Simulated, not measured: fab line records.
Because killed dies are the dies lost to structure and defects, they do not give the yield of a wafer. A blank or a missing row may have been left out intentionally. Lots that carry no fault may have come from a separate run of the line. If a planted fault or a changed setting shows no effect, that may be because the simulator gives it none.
Split-lot trial || flow ritCmos || route with 202 steps; 5 lots, 23 wafers read

## THE SPLIT ITSELF
At RIT_PWELL_COAT_01 (resist thk 1300 nm), the setting spinRpm was moved away from the recipe's 2000 rpm on 8 of the 23 wafers read, by -4.0% to +5.2%. The other wafers ran this setting at the recipe's value.

## FROM THE SPLIT TO THE READING: what the file shows between them, 3 steps
- RIT_PWELL_SOFTBAKE_02: time 60 s
- RIT_PWELL_EXPOSE_03: exposes mask M3, target cd 43700 nm
- RIT_PWELL_DEVELOP_05: develop time 68 s

## THE READING
NOVOLAK_of_PWELL_COAT_01.thkNm (the simulator's own value, which no gauge read), in nm, at RIT_PWELL_HARDBAKE_07 (time 120 s). The file does not state a usual value for it. The 15 wafers here that ran the recipe average 1137 nm, standard deviation 2.6 nm.

{"wafer": "L074.1", "tool, chamber at the split": "lithoTrack-02, 0", "spinRpm as run, rpm": 2104, "against the recipe": "+5.2%", "NOVOLAK_of_PWELL_COAT_01.thkNm, nm": 1108, "against lot-mates on the recipe": -28}
{"wafer": "L074.4", "tool, chamber at the split": "lithoTrack-02, 0", "spinRpm as run, rpm": 2104, "against the recipe": "+5.2%", "NOVOLAK_of_PWELL_COAT_01.thkNm, nm": 1108, "against lot-mates on the recipe": -28}
{"wafer": "L074.2", "tool, chamber at the split": "lithoTrack-02, 0", "spinRpm as run, rpm": 2000, "against the recipe": "recipe", "NOVOLAK_of_PWELL_COAT_01.thkNm, nm": 1134, "against lot-mates on the recipe": "-"}
{"wafer": "L074.3", "tool, chamber at the split": "lithoTrack-02, 0", "spinRpm as run, rpm": 2000, "against the recipe": "recipe", "NOVOLAK_of_PWELL_COAT_01.thkNm, nm": 1138, "against lot-mates on the recipe": "-"}
{"wafer": "L074.5", "tool, chamber at the split": "lithoTrack-02, 0", "spinRpm as run, rpm": 2104, "against the recipe": "+5.2%", "NOVOLAK_of_PWELL_COAT_01.thkNm, nm": 1110, "against lot-mates on the recipe": -26}
{"wafer": "L075.1", "tool, chamber at the split": "lithoTrack-04, 0", "spinRpm as run, rpm": 2000, "against the recipe": "recipe", "NOVOLAK_of_PWELL_COAT_01.thkNm, nm": 1138, "against lot-mates on the recipe": "-"}
{"wafer": "L075.3", "tool, chamber at the split": "lithoTrack-04, 0", "spinRpm as run, rpm": 2000, "against the recipe": "recipe", "NOVOLAK_of_PWELL_COAT_01.thkNm, nm": 1138, "against lot-mates on the recipe": "-"}
{"wafer": "L075.5", "tool, chamber at the split": "lithoTrack-04, 0", "spinRpm as run, rpm": 2000, "against the recipe": "recipe", "NOVOLAK_of_PWELL_COAT_01.thkNm, nm": 1138, "against lot-mates on the recipe": "-"}
{"wafer": "L075.2", "tool, chamber at the split": "lithoTrack-04, 0", "spinRpm as run, rpm": 2000, "against the recipe": "recipe", "NOVOLAK_of_PWELL_COAT_01.thkNm, nm": 1139, "against lot-mates on the recipe": "-"}
{"wafer": "L075.6", "tool, chamber at the split": "lithoTrack-04, 0", "spinRpm as run, rpm": 2000, "against the recipe": "recipe", "NOVOLAK_of_PWELL_COAT_01.thkNm, nm": 1136, "against lot-mates on the recipe": "-"}
{"wafer": "L076.1", "tool, chamber at the split": "lithoTrack-02, 0", "spinRpm as run, rpm": 2000, "against the recipe": "recipe", "NOVOLAK_of_PWELL_COAT_01.thkNm, nm": 1138, "against lot-mates on the recipe": "-"}
{"wafer": "L076.2", "tool, chamber at the split": "lithoTrack-02, 0", "spinRpm as run, rpm": 2000, "against the recipe": "recipe", "NOVOLAK_of_PWELL_COAT_01.thkNm, nm": 1135, "against lot-mates on the recipe": "-"}
{"wafer": "L076.6", "tool, chamber at the split": "lithoTrack-02, 0", "spinRpm as run, rpm": 2000, "against the recipe": "recipe", "NOVOLAK_of_PWELL_COAT_01.thkNm, nm": 1140, "against lot-mates on the recipe": "-"}
{"wafer": "L078.1", "tool, chamber at the split": "lithoTrack-01, 0", "spinRpm as run, rpm": 1921, "against the recipe": "-3.9%", "NOVOLAK_of_PWELL_COAT_01.thkNm, nm": 1164, "against lot-mates on the recipe": "+24"}
{"wafer": "L078.2", "tool, chamber at the split": "lithoTrack-01, 0", "spinRpm as run, rpm": 1921, "against the recipe": "-3.9%", "NOVOLAK_of_PWELL_COAT_01.thkNm, nm": 1166, "against lot-mates on the recipe": "+26"}
{"wafer": "L078.4", "tool, chamber at the split": "lithoTrack-01, 0", "spinRpm as run, rpm": 2000, "against the recipe": "recipe", "NOVOLAK_of_PWELL_COAT_01.thkNm, nm": 1139, "against lot-mates on the recipe": "-"}
{"wafer": "L078.5", "tool, chamber at the split": "lithoTrack-01, 0", "spinRpm as run, rpm": 2000, "against the recipe": "recipe", "NOVOLAK_of_PWELL_COAT_01.thkNm, nm": 1142, "against lot-mates on the recipe": "-"}
{"wafer": "L078.6", "tool, chamber at the split": "lithoTrack-01, 0", "spinRpm as run, rpm": 2000, "against the recipe": "recipe", "NOVOLAK_of_PWELL_COAT_01.thkNm, nm": 1138, "against lot-mates on the recipe": "-"}
{"wafer": "L085.2", "tool, chamber at the split": "lithoTrack-04, 0", "spinRpm as run, rpm": 2000, "against the recipe": "recipe", "NOVOLAK_of_PWELL_COAT_01.thkNm, nm": 1135, "against lot-mates on the recipe": "-"}
{"wafer": "L085.3", "tool, chamber at the split": "lithoTrack-04, 0", "spinRpm as run, rpm": 1920, "against the recipe": "-4.0%", "NOVOLAK_of_PWELL_COAT_01.thkNm, nm": 1156, "against lot-mates on the recipe": "+23"}
{"wafer": "L085.4", "tool, chamber at the split": "lithoTrack-04, 0", "spinRpm as run, rpm": 2000, "against the recipe": "recipe", "NOVOLAK_of_PWELL_COAT_01.thkNm, nm": 1131, "against lot-mates on the recipe": "-"}
{"wafer": "L085.5", "tool, chamber at the split": "lithoTrack-04, 0", "spinRpm as run, rpm": 1920, "against the recipe": "-4.0%", "NOVOLAK_of_PWELL_COAT_01.thkNm, nm": 1157, "against lot-mates on the recipe": "+24"}
{"wafer": "L085.6", "tool, chamber at the split": "lithoTrack-04, 0", "spinRpm as run, rpm": 1920, "against the recipe": "-4.0%", "NOVOLAK_of_PWELL_COAT_01.thkNm, nm": 1158, "against lot-mates on the recipe": "+25"}

THE FIT
A straight line over all 23 wafers: NOVOLAK_of_PWELL_COAT_01.thkNm changes by -5.62 nm for each +1% of spinRpm; r = -0.98; the points scatter about the line by 3 nm.
The same after taking each lot's own level away (the mean of its wafers on the recipe; 23 wafers): -5.69 nm for each +1%; r = -0.99; scatter 1.9 nm.
The reading moves by 30 nm for the largest change in spinRpm, on that fit.
Across the lots, their own levels run from 1133.0 to 1139.7 nm, a range of 2.6 times the standard deviation given above.
Hence the lot-to-lot level has little effect on the slope; both slopes agree.
Check: for one of the wafers moved furthest among these (+5.2%), held out of the fit, the line's prediction against its lot-mates is -29.1 nm. It came out at -28 nm against them.

## FURTHER SPLITS ON THESE WAFERS
These wafers also went through other splits before the reading. Each is held against what the fit with the lots' levels taken away leaves over:
{"other split on the same wafers": "RIT_ACTIVE_COAT_06 resistThkNm", "wafers away from the commonest value": 5, "r with NOVOLAK_of_PWELL_COAT_01.thkNm (lot level and that fit taken away)": -0.05}
{"other split on the same wafers": "RIT_ACTIVE_DEVELOP_10 developTimeS", "wafers away from the commonest value": 10, "r with NOVOLAK_of_PWELL_COAT_01.thkNm (lot level and that fit taken away)": -0.02}
{"other split on the same wafers": "RIT_NWELL_IMPLANT_08 doseCm2", "wafers away from the commonest value": 10, "r with NOVOLAK_of_PWELL_COAT_01.thkNm (lot level and that fit taken away)": "+0.14"}

## THE WHOLE CHAIN: every reading that the file lists as answering this split, in the file's order
{"step": "RIT_PWELL_COAT_01", "what it does": "resist thk 1300 nm", "reading": "NOVOLAK_of_PWELL_COAT_01.thkNm (the simulator's own value, which no gauge read)", "change (the file's fit)": "-6.68 nm for each +1% of the setting", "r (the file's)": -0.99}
{"step": "RIT_PWELL_HARDBAKE_07", "what it does": "time 120 s", "reading": "NOVOLAK_of_PWELL_COAT_01.thkNm (the simulator's own value, which no gauge read)", "change (the file's fit)": "-5.75 nm for each +1% of the setting", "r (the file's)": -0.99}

## THE FILE'S OWN FIT
NOVOLAK_of_PWELL_COAT_01.thkNm changes by -5.75 nm for each +1% of spinRpm, r = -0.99.
